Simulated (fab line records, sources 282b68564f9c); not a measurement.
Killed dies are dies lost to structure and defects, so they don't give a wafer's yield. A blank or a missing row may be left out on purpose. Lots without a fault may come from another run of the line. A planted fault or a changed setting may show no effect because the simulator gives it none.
Which tool did it? | flow rit_cmos | 14 lots, 42 wafers sampled, at 2 steps of a route of 202

WHAT THE GAUGES READ, wafer by wafer
The record holds no reading of a measuring or inspecting step that can be judged against a usual standard deviation.

WHICH TOOL RAN EACH LOT (tool, then ch and the chambers of the sampled wafers, then the start)
lot  | RIT_NSD_SOFTBAKE_02              | RIT_M1_PROBE_99
L180 | litho_track-01 ch 0, day 3 09:44 | -
L181 | litho_track-01 ch 0, day 3 14:31 | -
L182 | litho_track-02 ch 0, day 3 19:04 | -
L183 | litho_track-01 ch 0, day 3 23:16 | -
L185 | litho_track-01 ch 0, day 4 10:38 | -
L188 | litho_track-04 ch 0, day 5 01:02 | -
L189 | litho_track-01 ch 0, day 5 07:08 | -
L190 | litho_track-02 ch 0, day 5 14:01 | prober-02, day 6 00:43
L192 | litho_track-02 ch 0, day 5 22:17 | -
L196 | litho_track-04 ch 0, day 6 16:32 | -
L197 | litho_track-02 ch 0, day 6 22:40 | -
L198 | litho_track-02 ch 0, day 7 01:54 | -
L200 | litho_track-02 ch 0, day 7 11:47 | -
L201 | litho_track-02 ch 0, day 7 17:47 | -
- RIT_NSD_SOFTBAKE_02: time 60 s.
- RIT_M1_PROBE_99

WHAT THE TOOLS THEMSELVES READ (means of the sampled wafers that have a number; where no wafer has one, the mark that the record gives instead)
RIT_NSD_SOFTBAKE_02.
lot  | tool           | heater_power_total_W (W) | plate_temp_C (C) | resist_line_temp_C (C)
L180 | litho_track-01 | 34.54                    | 90.02            | 22.94
L181 | litho_track-01 | 34.58                    | 89.96            | 22.99
L182 | litho_track-02 | 34.54                    | 89.83            | 22.97
L183 | litho_track-01 | 34.58                    | 89.96            | 23.07
L185 | litho_track-01 | 35.24                    | 91.07            | 22.98
L188 | litho_track-04 | 34.56                    | 89.99            | 22.91
L189 | litho_track-01 | 35.13                    | 91.19            | 23.19
L190 | litho_track-02 | 34.58                    | 89.92            | 23.01
L192 | litho_track-02 | 34.58                    | 89.88            | 23.14
L196 | litho_track-04 | 34.61                    | 89.93            | 22.91
L197 | litho_track-02 | 34.57                    | 90.08            | 22.96
L198 | litho_track-02 | 34.56                    | 90.06            | 23.01
L200 | litho_track-02 | 34.55                    | 90.08            | 22.87
L201 | litho_track-02 | 34.57                    | 89.82            | 22.84

RIT_M1_PROBE_99.
lot  | tool      | killed_at_M0_to_M3 | killed_at_contacts | killed_at_front_end | killed_dies | killed_open | killed_short
L190 | prober-02 | 0.0                | 0.3                | 6                   | 6           | 3.0         | 3.3

THE ANSWER, worked out from the rows above alone
Rule: what is usual is taken from the lots themselves. Put in order of their means at a reading, lots are off if they are a third of the lots or fewer, leave a main group of 4 or more, and stand apart from it by a gap of 3 or more times the standard deviation of the main group's means; of several such gaps the widest counts. A main group whose means are all the same, to the digits that the tables above print for the reading, isn't used. A lot without any number at a reading at which 4 lots or more have one is off too. The other lots that the step has rows for count as sound. The gauges are gone through in route order, then the tools' own readings, and for those a lot's mean is taken as printed above. The first step at which some lot is off is used, and at that step the reading that is off furthest; a lot without a number counts as furthest.
Off: L185, L189, at RIT_NSD_SOFTBAKE_02 (heater_power_total_W). The main group: mean 34.57 W, standard deviation 0.019.
A tool fits if, at that step or a process step before it, it ran every lot that is off, and no sound lot after the first of them. One fits: litho_track-01 at RIT_NSD_SOFTBAKE_02. Its last sound lot is L183 (day 3 23:16), its first lot that is off L185 (day 4 10:38): a fault that began between those two fits.
The tool's own readings at RIT_NSD_SOFTBAKE_02 bear it out: on the lots that are off they differ by more than 5 times the standard deviation of the sound lots' means. heater_power_total_W reads 35.19 W there against 34.57 W on the sound lots; plate_temp_C reads 91.13 C there against 89.96 C on the sound lots.

WHAT THE SIMULATOR HAD PUT IN
Process parameter drift: litho_track-01, from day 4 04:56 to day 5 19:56, at RIT_NSD_SOFTBAKE_02. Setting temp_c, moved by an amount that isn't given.
Lots struck among those shown: L185, L189. The rule above found the same.
